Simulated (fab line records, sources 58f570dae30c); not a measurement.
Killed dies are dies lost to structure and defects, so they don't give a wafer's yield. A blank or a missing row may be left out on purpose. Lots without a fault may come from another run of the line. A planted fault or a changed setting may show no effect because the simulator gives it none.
Which tool did it?	flow berkeleyCmos170	Sampling: 14 lots, 42 wafers, 2 of 331 route steps

WHAT THE GAUGES SHOWED, per wafer
UCB170_SACOX_THK_MEAS_02. Usual: for SACOX_OXIDE_THK the level is 14.33 nm and the standard deviation is 0.27.
lot	measured	on	SACOX_OXIDE_THK (nm)	flag
L691	day 5 09:50	filmMetro-03	14.40 14.12 14.19	
L692	day 5 09:49	filmMetro-02	14.43 14.24 14.60	
L693	day 5 20:10	filmMetro-04	22.93 22.99 22.69	OFF
L694	day 6 00:37	filmMetro-02	14.16 14.39 14.11	
L696	day 6 15:59	filmMetro-02	22.80 22.78 22.40	OFF
L699	day 7 08:45	filmMetro-03	14.19 14.37 14.42	
L700	day 7 08:46	filmMetro-02	14.15 14.27 14.19	
L705	day 7 22:57	filmMetro-04	14.18 14.11 14.02	
L706	day 7 22:57	filmMetro-02	14.48 14.51 14.30	
L707	day 8 11:20	filmMetro-03	14.77 14.59 14.31	
L709	day 8 19:44	filmMetro-02	14.44 14.18 14.28	
L710	day 9 04:23	filmMetro-04	14.36 14.22 14.49	
L712	day 9 12:16	filmMetro-04	14.11 14.13 14.19	
L714	day 9 12:18	filmMetro-03	13.91 14.04 13.96	

EACH LOT AND THE TOOL THAT RAN IT (in order: tool; ch and the chambers of the sampled wafers; start)
lot	UCB170_SACOX_OXIDATION_01
L691	furnace-01 ch 0, day 5 08:10
L692	furnace-01 ch 0, day 5 08:10
L693	furnace-02 ch 0, day 5 15:46 and furnace-01 ch 0, day 5 18:31
L694	furnace-02 ch 0, day 5 22:57
L696	furnace-01 ch 0, day 6 11:59 and furnace-02 ch 0, day 6 14:19
L699	furnace-01 ch 0, day 7 07:05
L700	furnace-01 ch 0, day 7 07:05
L705	furnace-02 ch 0, day 7 21:17
L706	furnace-02 ch 0, day 7 21:17
L707	furnace-01 ch 0, day 8 09:39
L709	furnace-04 ch 0, day 8 18:03
L710	furnace-04 ch 0, day 9 02:43
L712	furnace-02 ch 0, day 9 10:36
L714	furnace-02 ch 0, day 9 10:36
- UCB170_SACOX_OXIDATION_01: target thk 14.4 nm, ox time 2400 s.

WHAT THE TOOLS THEMSELVES READ (means of the sampled wafers that have a number; where no wafer has one, the mark that the record gives instead)
UCB170_SACOX_OXIDATION_01. Usual: spikeTcCentreC at 903.3 C, with a standard deviation of 0.97.
lot	tool	spikeTcCentreC (C)	flag
L691	furnace-01	903.7	
L692	furnace-01	902.9	
L693	furnace-02/furnace-01	903.5	
L694	furnace-02	902.6	
L696	furnace-01/furnace-02	903.4	
L699	furnace-01	902.8	
L700	furnace-01	903.3	
L705	furnace-02	903.8	
L706	furnace-02	903.6	
L707	furnace-01	903.9	
L709	furnace-04	903.4	
L710	furnace-04	903.3	
L712	furnace-02	903.0	
L714	furnace-02	901.9	

THE ANSWER, worked out from the rows above alone
Rule: a lot is off if the mean of its wafers that have a number lies more than 3 standard deviations from the usual mean. A lot without any number at a reading at which 4 lots or more have one is off too. The other lots that the step has rows for count as sound. First the gauges in route order, then the tools' own readings, where a lot's mean is used as printed above. At the first step where some lot is off, the reading lying furthest off is the one used; lots without a number count as furthest.
Off: at UCB170_SACOX_THK_MEAS_02 (SACOX_OXIDE_THK), L693, L696.
If a tool, at a process step before that reading, ran all the lots that are off and no sound lot after the first of them, it fits. Gauges at UCB170_SACOX_THK_MEAS_02: tried the same way as those tools. Not one of the candidates tried fits.

WHAT THE SIMULATOR HAD INSERTED
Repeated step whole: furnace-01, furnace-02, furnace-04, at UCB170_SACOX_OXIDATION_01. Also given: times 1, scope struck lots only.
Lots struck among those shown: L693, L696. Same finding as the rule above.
